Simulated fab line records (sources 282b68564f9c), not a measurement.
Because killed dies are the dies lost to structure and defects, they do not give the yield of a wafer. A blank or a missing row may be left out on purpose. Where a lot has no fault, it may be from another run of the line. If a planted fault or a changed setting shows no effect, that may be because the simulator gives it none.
Struck lot and sound lot, side by side :: flow ritCmos :: 18 out of 202 route steps
Sound: these wafers, L157.2, L157.4, L157.5. Wafers struck: L170.2, L170.3, L170.5. The cause is given at the end.
Per side, at each step with rows, come the tool, then ch with its chambers, and then its first start. Under that, the readings that differ: sound wafers :: struck wafers :: difference of the means :: sigmas: that difference in standard deviations of wafers without a fault.
alike: readings with means less than 2 such deviations apart, plus words and numbers identical on both sides. not compared: withheld readings, readings lacking a value on some wafer, bounds such as >300 that could conceal the same value, and numbers that have no deviation in the record and whose values overlap.
A row with sigmas, a row that says differs or no value, or rows on one side alone: a step with any of these is where the two part. Numbers that have no deviation but don't overlap get no sigmas and don't part them. A reading missing from all wafers of one side parts the sides only when that side holds two or more wafers.

first, 5 steps without rows for these wafers: RIT_NLDD_COAT_01 (resist thk 1000 nm); RIT_NLDD_SOFTBAKE_02 (time 60 s); RIT_NLDD_EXPOSE_03 (exposes mask M7, target cd 40700 nm); RIT_NLDD_PEB_04; RIT_NLDD_DEVELOP_05 (develop time 50 s).
RIT_NLDD_OVL_MEAS_06:
  sound on overlay-01 at day 3 07:52; struck on overlay-02 at day 6 18:21
  alike: NLDD_OVL
then, 2 steps without rows for these wafers: RIT_NLDD_HARDBAKE_07 (time 60 s); RIT_NLDD_IMPLANT_08.
RIT_NLDD_STRIP_09: strips in O2, time 180 s.
  sound on plasmaAsher-02 ch 0,1, day 3 08:12; struck on plasmaAsher-02 ch 0,1, day 6 18:41
  alike: drypumpMotorCurrentA
  not compared: rfHoursCounterH
RIT_NLDD_TW_MEAS_10:
  sound on filmMetro-03 at day 3 08:23; struck on filmMetro-02 at day 6 18:52
reading: NLDD_TW
sound: 2542 2559 2537
struck: 2485 2488 2496
difference: -56
sigmas: -2
then, 2 steps without rows for these wafers: RIT_PLDD_HMDS_00 (prime time 60 s); RIT_PLDD_COAT_01 (resist thk 1000 nm).
RIT_PLDD_SOFTBAKE_02: time 60 s.
  sound on lithoTrack-02 ch 0, day 3 08:46; struck on lithoTrack-03 ch 0, day 6 19:14
reading: heaterPowerTotalW (W)
sound: 34.60 34.62 34.57
struck: 30.73 30.82 30.86
difference: -3.79
sigmas: -77

reading: plateTempC (C)
sound: 89.92 89.90 89.97
struck: 82.98 83.05 82.90
difference: -6.95
sigmas: -58
then, 2 steps without rows for these wafers: RIT_PLDD_EXPOSE_03 (exposes mask M8, target cd 40900 nm); RIT_PLDD_PEB_04.
RIT_PLDD_DEVELOP_05: develop time 50 s.
  sound on lithoTrack-03 ch 0; struck on lithoTrack-02 ch 0
reading: model.NOVOLAK_of_PLDD_COAT_01.thkNm (nm)
sound: 991.5 996 995.2
struck: 1022 1020 1018
difference: +26
sigmas: 
RIT_PLDD_OVL_MEAS_06:
  sound on overlay-02 at day 3 09:25; struck on overlay-01 at day 6 19:54
  alike: PLDD_OVL
then, 1 step without rows for these wafers: RIT_M1_PROBE_99.

== WHERE THEY PART ==
First at RIT_NLDD_TW_MEAS_10; last, within this record, at RIT_PLDD_SOFTBAKE_02. Later steps at which nothing parts them and some readings are alike: RIT_PLDD_OVL_MEAS_06.

WHY: what the simulator had put in
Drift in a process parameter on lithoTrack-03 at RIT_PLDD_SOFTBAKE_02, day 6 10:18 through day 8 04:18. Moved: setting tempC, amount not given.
